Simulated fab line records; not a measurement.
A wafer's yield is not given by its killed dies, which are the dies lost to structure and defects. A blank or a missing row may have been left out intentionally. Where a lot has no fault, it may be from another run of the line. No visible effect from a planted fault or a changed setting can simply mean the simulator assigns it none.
A struck lot beside a sound one	flow ritCmos	15 out of 202 route steps
Sound: wafers L748.2, L748.3, L748.4. The struck wafers were L756.2, L756.3, L756.5. The cause is given at the end.
Per side, at each step with rows, come the tool, then ch with its chambers, and then its first start. Under that, the readings that differ: sound wafers	struck wafers	difference of the means	sigmas: that difference in standard deviations of wafers without a fault.
alike: same words and numbers on both sides, and readings whose means sit less than 2 such deviations apart. not compared: any withheld reading, any reading some wafer has no value for, any bound like >300 that may hide the same value, and any number with overlapping values for which the record gives no deviation.
The two part at a step that has a row with sigmas, a row that says differs or no value, or rows on one side only. Numbers that have no deviation but don't overlap get no sigmas and don't part them. A reading that every wafer of one side lacks parts them only if that side has two wafers or more.

first, 4 steps without rows for these wafers: RIT_PLDD_SOFTBAKE_02 (time 60 s); RIT_PLDD_EXPOSE_03 (exposes mask M8, target cd 40900 nm); RIT_PLDD_PEB_04; RIT_PLDD_DEVELOP_05 (develop time 50 s).
RIT_PLDD_OVL_MEAS_06:
  sound: overlay-01 at day 3 09:31; struck: overlay-02 at day 5 07:37
  alike: PLDD_OVL
then, 2 steps without rows for these wafers: RIT_PLDD_HARDBAKE_07 (time 60 s); RIT_PLDD_IMPLANT_08.
RIT_PLDD_STRIP_09: strips in O2, time 180 s.
  sound on plasmaAsher-01 ch 0,1, day 3 09:53; struck on plasmaAsher-01 ch 1, day 5 07:56
  alike: drypumpMotorCurrentA
  not compared: rfHoursCounterH
RIT_PLDD_TW_MEAS_10:
  sound: filmMetro-04 at day 3 10:04; struck: filmMetro-03 at day 5 08:07
  alike: PLDD_TW
then, 3 steps without rows for these wafers: RIT_SPACER_CLEAN_00 (cleans in SC1, time 600 s); RIT_SPACER_CLEAN_01 (cleans in dHF, time 30 s); RIT_SPACER_CLEAN_02 (cleans in SC2, time 600 s).
RIT_SPACER_CVD_03: deposits Si3N4 from SiH2Cl2/NH3, target thk 250 nm, time 3300 s.
  sound on lpcvd-02 ch 0, day 3 10:32; struck on lpcvd-01 ch 0, day 5 08:43
reading	sound	struck	difference	sigmas
nh3FlowSccm (sccm)	150.0 150.2 150.1	225.7 225.8 224.6	+75.3	+99 or more
model.Si3N4_of_SPACER_CVD_03.thkNm (nm)	249.7 251.6 249.2	339.4 339 339.5	+89.1	
  alike: zonePowerLoadPct
RIT_SPACER_THK_MEAS_04:
  sound: filmMetro-04 at day 3 12:28; struck: filmMetro-01 at day 5 10:38
reading	sound	struck	difference	sigmas
SPACER_NITRIDE_THK (nm)	249.5 251.7 249.2	339.4 338.8 339.4	+89.1	+40
RIT_SPACER_ETCHBACK_05: etches Si3N4 in SF6/CHF3, stops on SiO2, target depth 250 nm, time 240 s.
  sound on rieDiel-03 ch 1,2,3, day 3 12:31; struck on rieDiel-01 ch 0,1, day 5 10:41
reading	sound	struck	difference	sigmas
oesProductAu (a.u.)	0.827 0.863 0.821	0.969 1.011 0.989	+0.153	+12
model.Si3N4_of_SPACER_CVD_03.thkNm (nm)	195.5 197.5 195.4	267.2 265.7 266.3	+70.3	
model.etch.depthNm (nm)	249.7 251.6 249.2	307.4 312.5 311.9	+60.4	
  alike: drypumpMotorCurrentA, throttleValvePct
  not compared: rfHoursCounterH

== WHERE THEY PART ==
Earliest at RIT_SPACER_CVD_03; latest, in this record, at RIT_SPACER_ETCHBACK_05.

WHY: the cause the simulator had injected
lpcvd-01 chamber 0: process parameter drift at RIT_SPACER_CVD_03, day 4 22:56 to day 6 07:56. Setting nh3FlowSccm, moved by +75, from 150. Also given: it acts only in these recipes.
